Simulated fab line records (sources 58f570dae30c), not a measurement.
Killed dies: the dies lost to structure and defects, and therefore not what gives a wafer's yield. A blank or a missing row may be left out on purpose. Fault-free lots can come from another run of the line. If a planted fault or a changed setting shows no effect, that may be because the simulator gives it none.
What tool caused it? | flow berkeley_cmos170 | Sampling: 14 lots, 38 wafers, 2 of 331 route steps

WHAT THE GAUGES SHOWED, per wafer
UCB170_CONTACT_OVL_MEAS_16. Usual: CONTACT_OVL 1 nm, standard deviation 5.7.
lot  | measured     | on         | CONTACT_OVL (nm) | flag
L871 | day 6 22:14  | overlay-01 | -4 0 -3          |
L874 | day 7 06:23  | overlay-01 | 0 1 0            |
L873 | day 7 06:40  | overlay-01 | 1 -6 -3          |
L872 | day 7 08:17  | overlay-01 | 6 10 8           |
L876 | day 8 00:04  | overlay-02 | -2 1 -6          |
L878 | day 8 17:13  | overlay-02 | 4 -2 -3          |
L880 | day 9 03:35  | overlay-01 | 1                |
L882 | day 9 05:32  | overlay-01 | -3               |
L887 | day 10 09:31 | overlay-02 | -7 2 0           |
L885 | day 10 12:16 | overlay-01 | -1 3 11          |
L888 | day 10 12:31 | overlay-02 | 0 -2 -5          |
L890 | day 11 07:59 | overlay-01 | 15 9 12          |
L891 | day 11 17:46 | overlay-02 | -2 -2 2          |
L893 | day 12 03:15 | overlay-01 | -4 -4 3          |

TOOL THAT RAN EACH LOT (tool first, then ch and the chambers of the sampled wafers, then the start)
lot  | UCB170_BACKSIDE_STRIP_03
L871 | plasma_asher-03 ch 0,1, day 6 15:00
L874 | plasma_asher-03 ch 1, day 7 01:11
L873 | plasma_asher-04 ch 0,1, day 7 01:28
L872 | plasma_asher-01 ch 0,1, day 7 01:38
L876 | plasma_asher-03 ch 0,1, day 7 17:48
L878 | plasma_asher-04 ch 0,1, day 8 12:10
L880 | plasma_asher-01 ch 1, day 8 22:22
L882 | plasma_asher-01 ch 0, day 8 23:10
L887 | plasma_asher-01 ch 0,1, day 10 04:22
L885 | plasma_asher-01 ch 0, day 10 04:49
L888 | plasma_asher-04 ch 0,1, day 10 05:16
L890 | plasma_asher-03 ch 0,1, day 11 02:40
L891 | plasma_asher-03 ch 0,1, day 11 11:26
L893 | plasma_asher-04 ch 0,1, day 11 20:50
- UCB170_BACKSIDE_STRIP_03: strips in O2.

WHAT THE TOOLS THEMSELVES READ (means of the sampled wafers that have a number; where no wafer has one, the mark that the record gives instead)
UCB170_BACKSIDE_STRIP_03. Usual: drypump_motor_current_A 5.7 A, standard deviation 0.42; oes_product_au 0.735 a.u., standard deviation 0.0047; strip_time_to_endpoint_s 22.00 s, standard deviation 0.064.
lot  | tool            | drypump_motor_current_A (A) | oes_product_au (a.u.) | strip_time_to_endpoint_s (s) | flag
L871 | plasma_asher-03 | 6.0                         | 0.735                 | 22.06                        |
L874 | plasma_asher-03 | 5.8                         | 0.735                 | 21.97                        |
L873 | plasma_asher-04 | 5.8                         | 0.733                 | 22.06                        |
L872 | plasma_asher-01 | 5.4                         | 0.732                 | 21.89                        |
L876 | plasma_asher-03 | 6.2                         | 0.734                 | 21.99                        |
L878 | plasma_asher-04 | 5.8                         | 0.738                 | 22.01                        |
L880 | plasma_asher-01 | 5.7                         | 0.734                 | 21.99                        |
L882 | plasma_asher-01 | 5.0                         | 0.733                 | 21.93                        |
L887 | plasma_asher-01 | 5.5                         | 0.734                 | 21.94                        |
L885 | plasma_asher-01 | 5.0                         | 0.734                 | 22.09                        |
L888 | plasma_asher-04 | 5.8                         | 0.739                 | 22.05                        |
L890 | plasma_asher-03 | 6.0                         | 0.737                 | 21.87                        |
L891 | plasma_asher-03 | 6.1                         | 0.735                 | 21.97                        |
L893 | plasma_asher-04 | 5.7                         | 0.734                 | 21.96                        |

THE ANSWER, worked out from the rows above alone
Rule: a lot counts as off when the mean over its wafers that have a number is more than 3 standard deviations away from the usual mean. A lot without any number at a reading at which 4 lots or more have one is off too. Where the step has rows for the other lots, those lots are counted as sound. After the gauges, taken in route order, come the tools' own readings; for these a lot's mean is taken, as printed above. The first step at which some lot is off is used, and at that step the reading that is off furthest; a lot without a number counts as furthest.
No lot is off on any of the readings shown, so nothing can be concluded from this.

WHAT THE SIMULATOR HAD PUT IN
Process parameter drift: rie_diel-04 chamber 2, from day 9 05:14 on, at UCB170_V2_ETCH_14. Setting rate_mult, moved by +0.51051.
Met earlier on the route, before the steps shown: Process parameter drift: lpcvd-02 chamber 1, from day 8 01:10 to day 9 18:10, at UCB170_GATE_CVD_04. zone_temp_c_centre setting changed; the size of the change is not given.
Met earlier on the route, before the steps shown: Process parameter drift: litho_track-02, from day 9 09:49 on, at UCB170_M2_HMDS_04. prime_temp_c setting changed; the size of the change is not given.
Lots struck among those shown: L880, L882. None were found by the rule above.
